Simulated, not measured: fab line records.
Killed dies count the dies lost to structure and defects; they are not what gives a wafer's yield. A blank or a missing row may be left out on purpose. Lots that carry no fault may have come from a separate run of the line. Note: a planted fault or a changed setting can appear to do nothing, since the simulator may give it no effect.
Split-lot trial + flow berkeley cmos170 + route with 331 steps; 5 lots, 23 wafers read

== THE SPLIT ==
At UCB170_V2_COAT_07 (resist thk 900 nm), the setting resist thk nm was moved away from the recipe's 900 nm on 7 of the 23 wafers read, by -4.7% to +4.8%. The other wafers ran this setting at the recipe's value.

== FROM THE SPLIT TO THE READING: what the file shows between them, 2 steps ==
- UCB170_V2_SOFTBAKE_08: time 60 s
- UCB170_V2_EXPOSE_09: exposes mask VIA2, target cd 700 nm

== THE READING ==
KrF_of_V2_COAT_07.thk nm (the simulator's own value, which no gauge read), in nm, at UCB170_V2_ETCH_14 (etches SiO2 in CHF3/CF4/Ar, stops on Al, target depth 1250 nm, time 291 s). The file does not state a usual value for it. Average 608.1 nm, standard deviation 8.8 nm, over the 16 wafers here run with the recipe.

| wafer  | tool, chamber at the split | resist thk nm as run, nm | against the recipe | KrF_of_V2_COAT_07.thk nm, nm | against lot-mates on the recipe |
|--------|----------------------------|--------------------------|--------------------|------------------------------|---------------------------------|
| L078.1 | litho track-01, 0          | 900                      | recipe             | 616.1                        | -                               |
| L078.3 | litho track-01, 0          | 858.2                    | -4.6%              | 577.7                        | -36.8                           |
| L078.4 | litho track-01, 0          | 900                      | recipe             | 607.9                        | -                               |
| L078.5 | litho track-01, 0          | 900                      | recipe             | 619.5                        | -                               |
| L078.6 | litho track-01, 0          | 858.2                    | -4.6%              | 575.4                        | -39.1                           |
| L079.1 | litho track-03, 0          | 858                      | -4.7%              | 574.6                        | -28.3                           |
| L079.2 | litho track-03, 0          | 858                      | -4.7%              | 585.1                        | -17.8                           |
| L079.3 | litho track-03, 0          | 858                      | -4.7%              | 559.1                        | -43.8                           |
| L079.4 | litho track-03, 0          | 900                      | recipe             | 605.7                        | -                               |
| L079.5 | litho track-03, 0          | 900                      | recipe             | 600.1                        | -                               |
| L080.1 | litho track-01, 0          | 900                      | recipe             | 594.4                        | -                               |
| L080.4 | litho track-01, 0          | 900                      | recipe             | 620.1                        | -                               |
| L080.6 | litho track-01, 0          | 900                      | recipe             | 598.9                        | -                               |
| L081.2 | litho track-03, 0          | 900                      | recipe             | 619.2                        | -                               |
| L081.3 | litho track-03, 0          | 900                      | recipe             | 605.6                        | -                               |
| L081.4 | litho track-03, 0          | 900                      | recipe             | 605.5                        | -                               |
| L081.5 | litho track-03, 0          | 900                      | recipe             | 621.5                        | -                               |
| L081.6 | litho track-03, 0          | 900                      | recipe             | 604                          | -                               |
| L083.1 | litho track-03, 0          | 900                      | recipe             | 599.6                        | -                               |
| L083.3 | litho track-03, 0          | 943.1                    | +4.8%              | 642.1                        | +38.6                           |
| L083.4 | litho track-03, 0          | 900                      | recipe             | 614                          | -                               |
| L083.5 | litho track-03, 0          | 943.1                    | +4.8%              | 669                          | +65.5                           |
| L083.6 | litho track-03, 0          | 900                      | recipe             | 596.8                        | -                               |

THE FIT
A straight line over all 23 wafers: KrF_of_V2_COAT_07.thk nm changes by +8.18 nm for each +1% of resist thk nm; r = +0.91; the points scatter about the line by 10 nm.
The same after taking each lot's own level away (the mean of its wafers on the recipe; 23 wafers): +8.44 nm for each +1%; r = +0.91; scatter 9.9 nm.
The reading moves by 40 nm for the largest change in resist thk nm, on that fit.
Across the lots, their own levels run from 602.90 to 614.50 nm, a range of 1.3 times the standard deviation given above.
The two slopes are in agreement: the lot-to-lot level therefore moves the slope only a little.
Check: +44.1 nm against its lot-mates is what the line predicts for one of the wafers moved furthest among these (+4.8%) when that wafer is left out of the fit. It came out at +38.6 nm against them.

== THE WHOLE CHAIN: every reading that the file lists as answering this split, in the file's order ==
| step               | what it does                                                              | reading                                                                   | change (the file's fit)              | r (the file's) |
|--------------------|---------------------------------------------------------------------------|---------------------------------------------------------------------------|--------------------------------------|----------------|
| UCB170_V2_COAT_07  | resist thk 900 nm                                                         | KrF_of_V2_COAT_07.thk nm (the simulator's own value, which no gauge read) | +9.04 nm for each +1% of the setting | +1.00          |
| UCB170_V2_ETCH_14  | etches SiO2 in CHF3/CF4/Ar, stops on Al, target depth 1250 nm, time 291 s | KrF_of_V2_COAT_07.thk nm (the simulator's own value, which no gauge read) | +8.53 nm for each +1% of the setting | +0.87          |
| UCB170_V2_STRIP_15 | strips in O2                                                              | strip time to endpoint s                                                  | withheld for each +1% of the setting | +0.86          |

== FILE'S OWN FIT ==
KrF_of_V2_COAT_07.thk nm changes by +8.53 nm for each +1% of resist thk nm, r = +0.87.
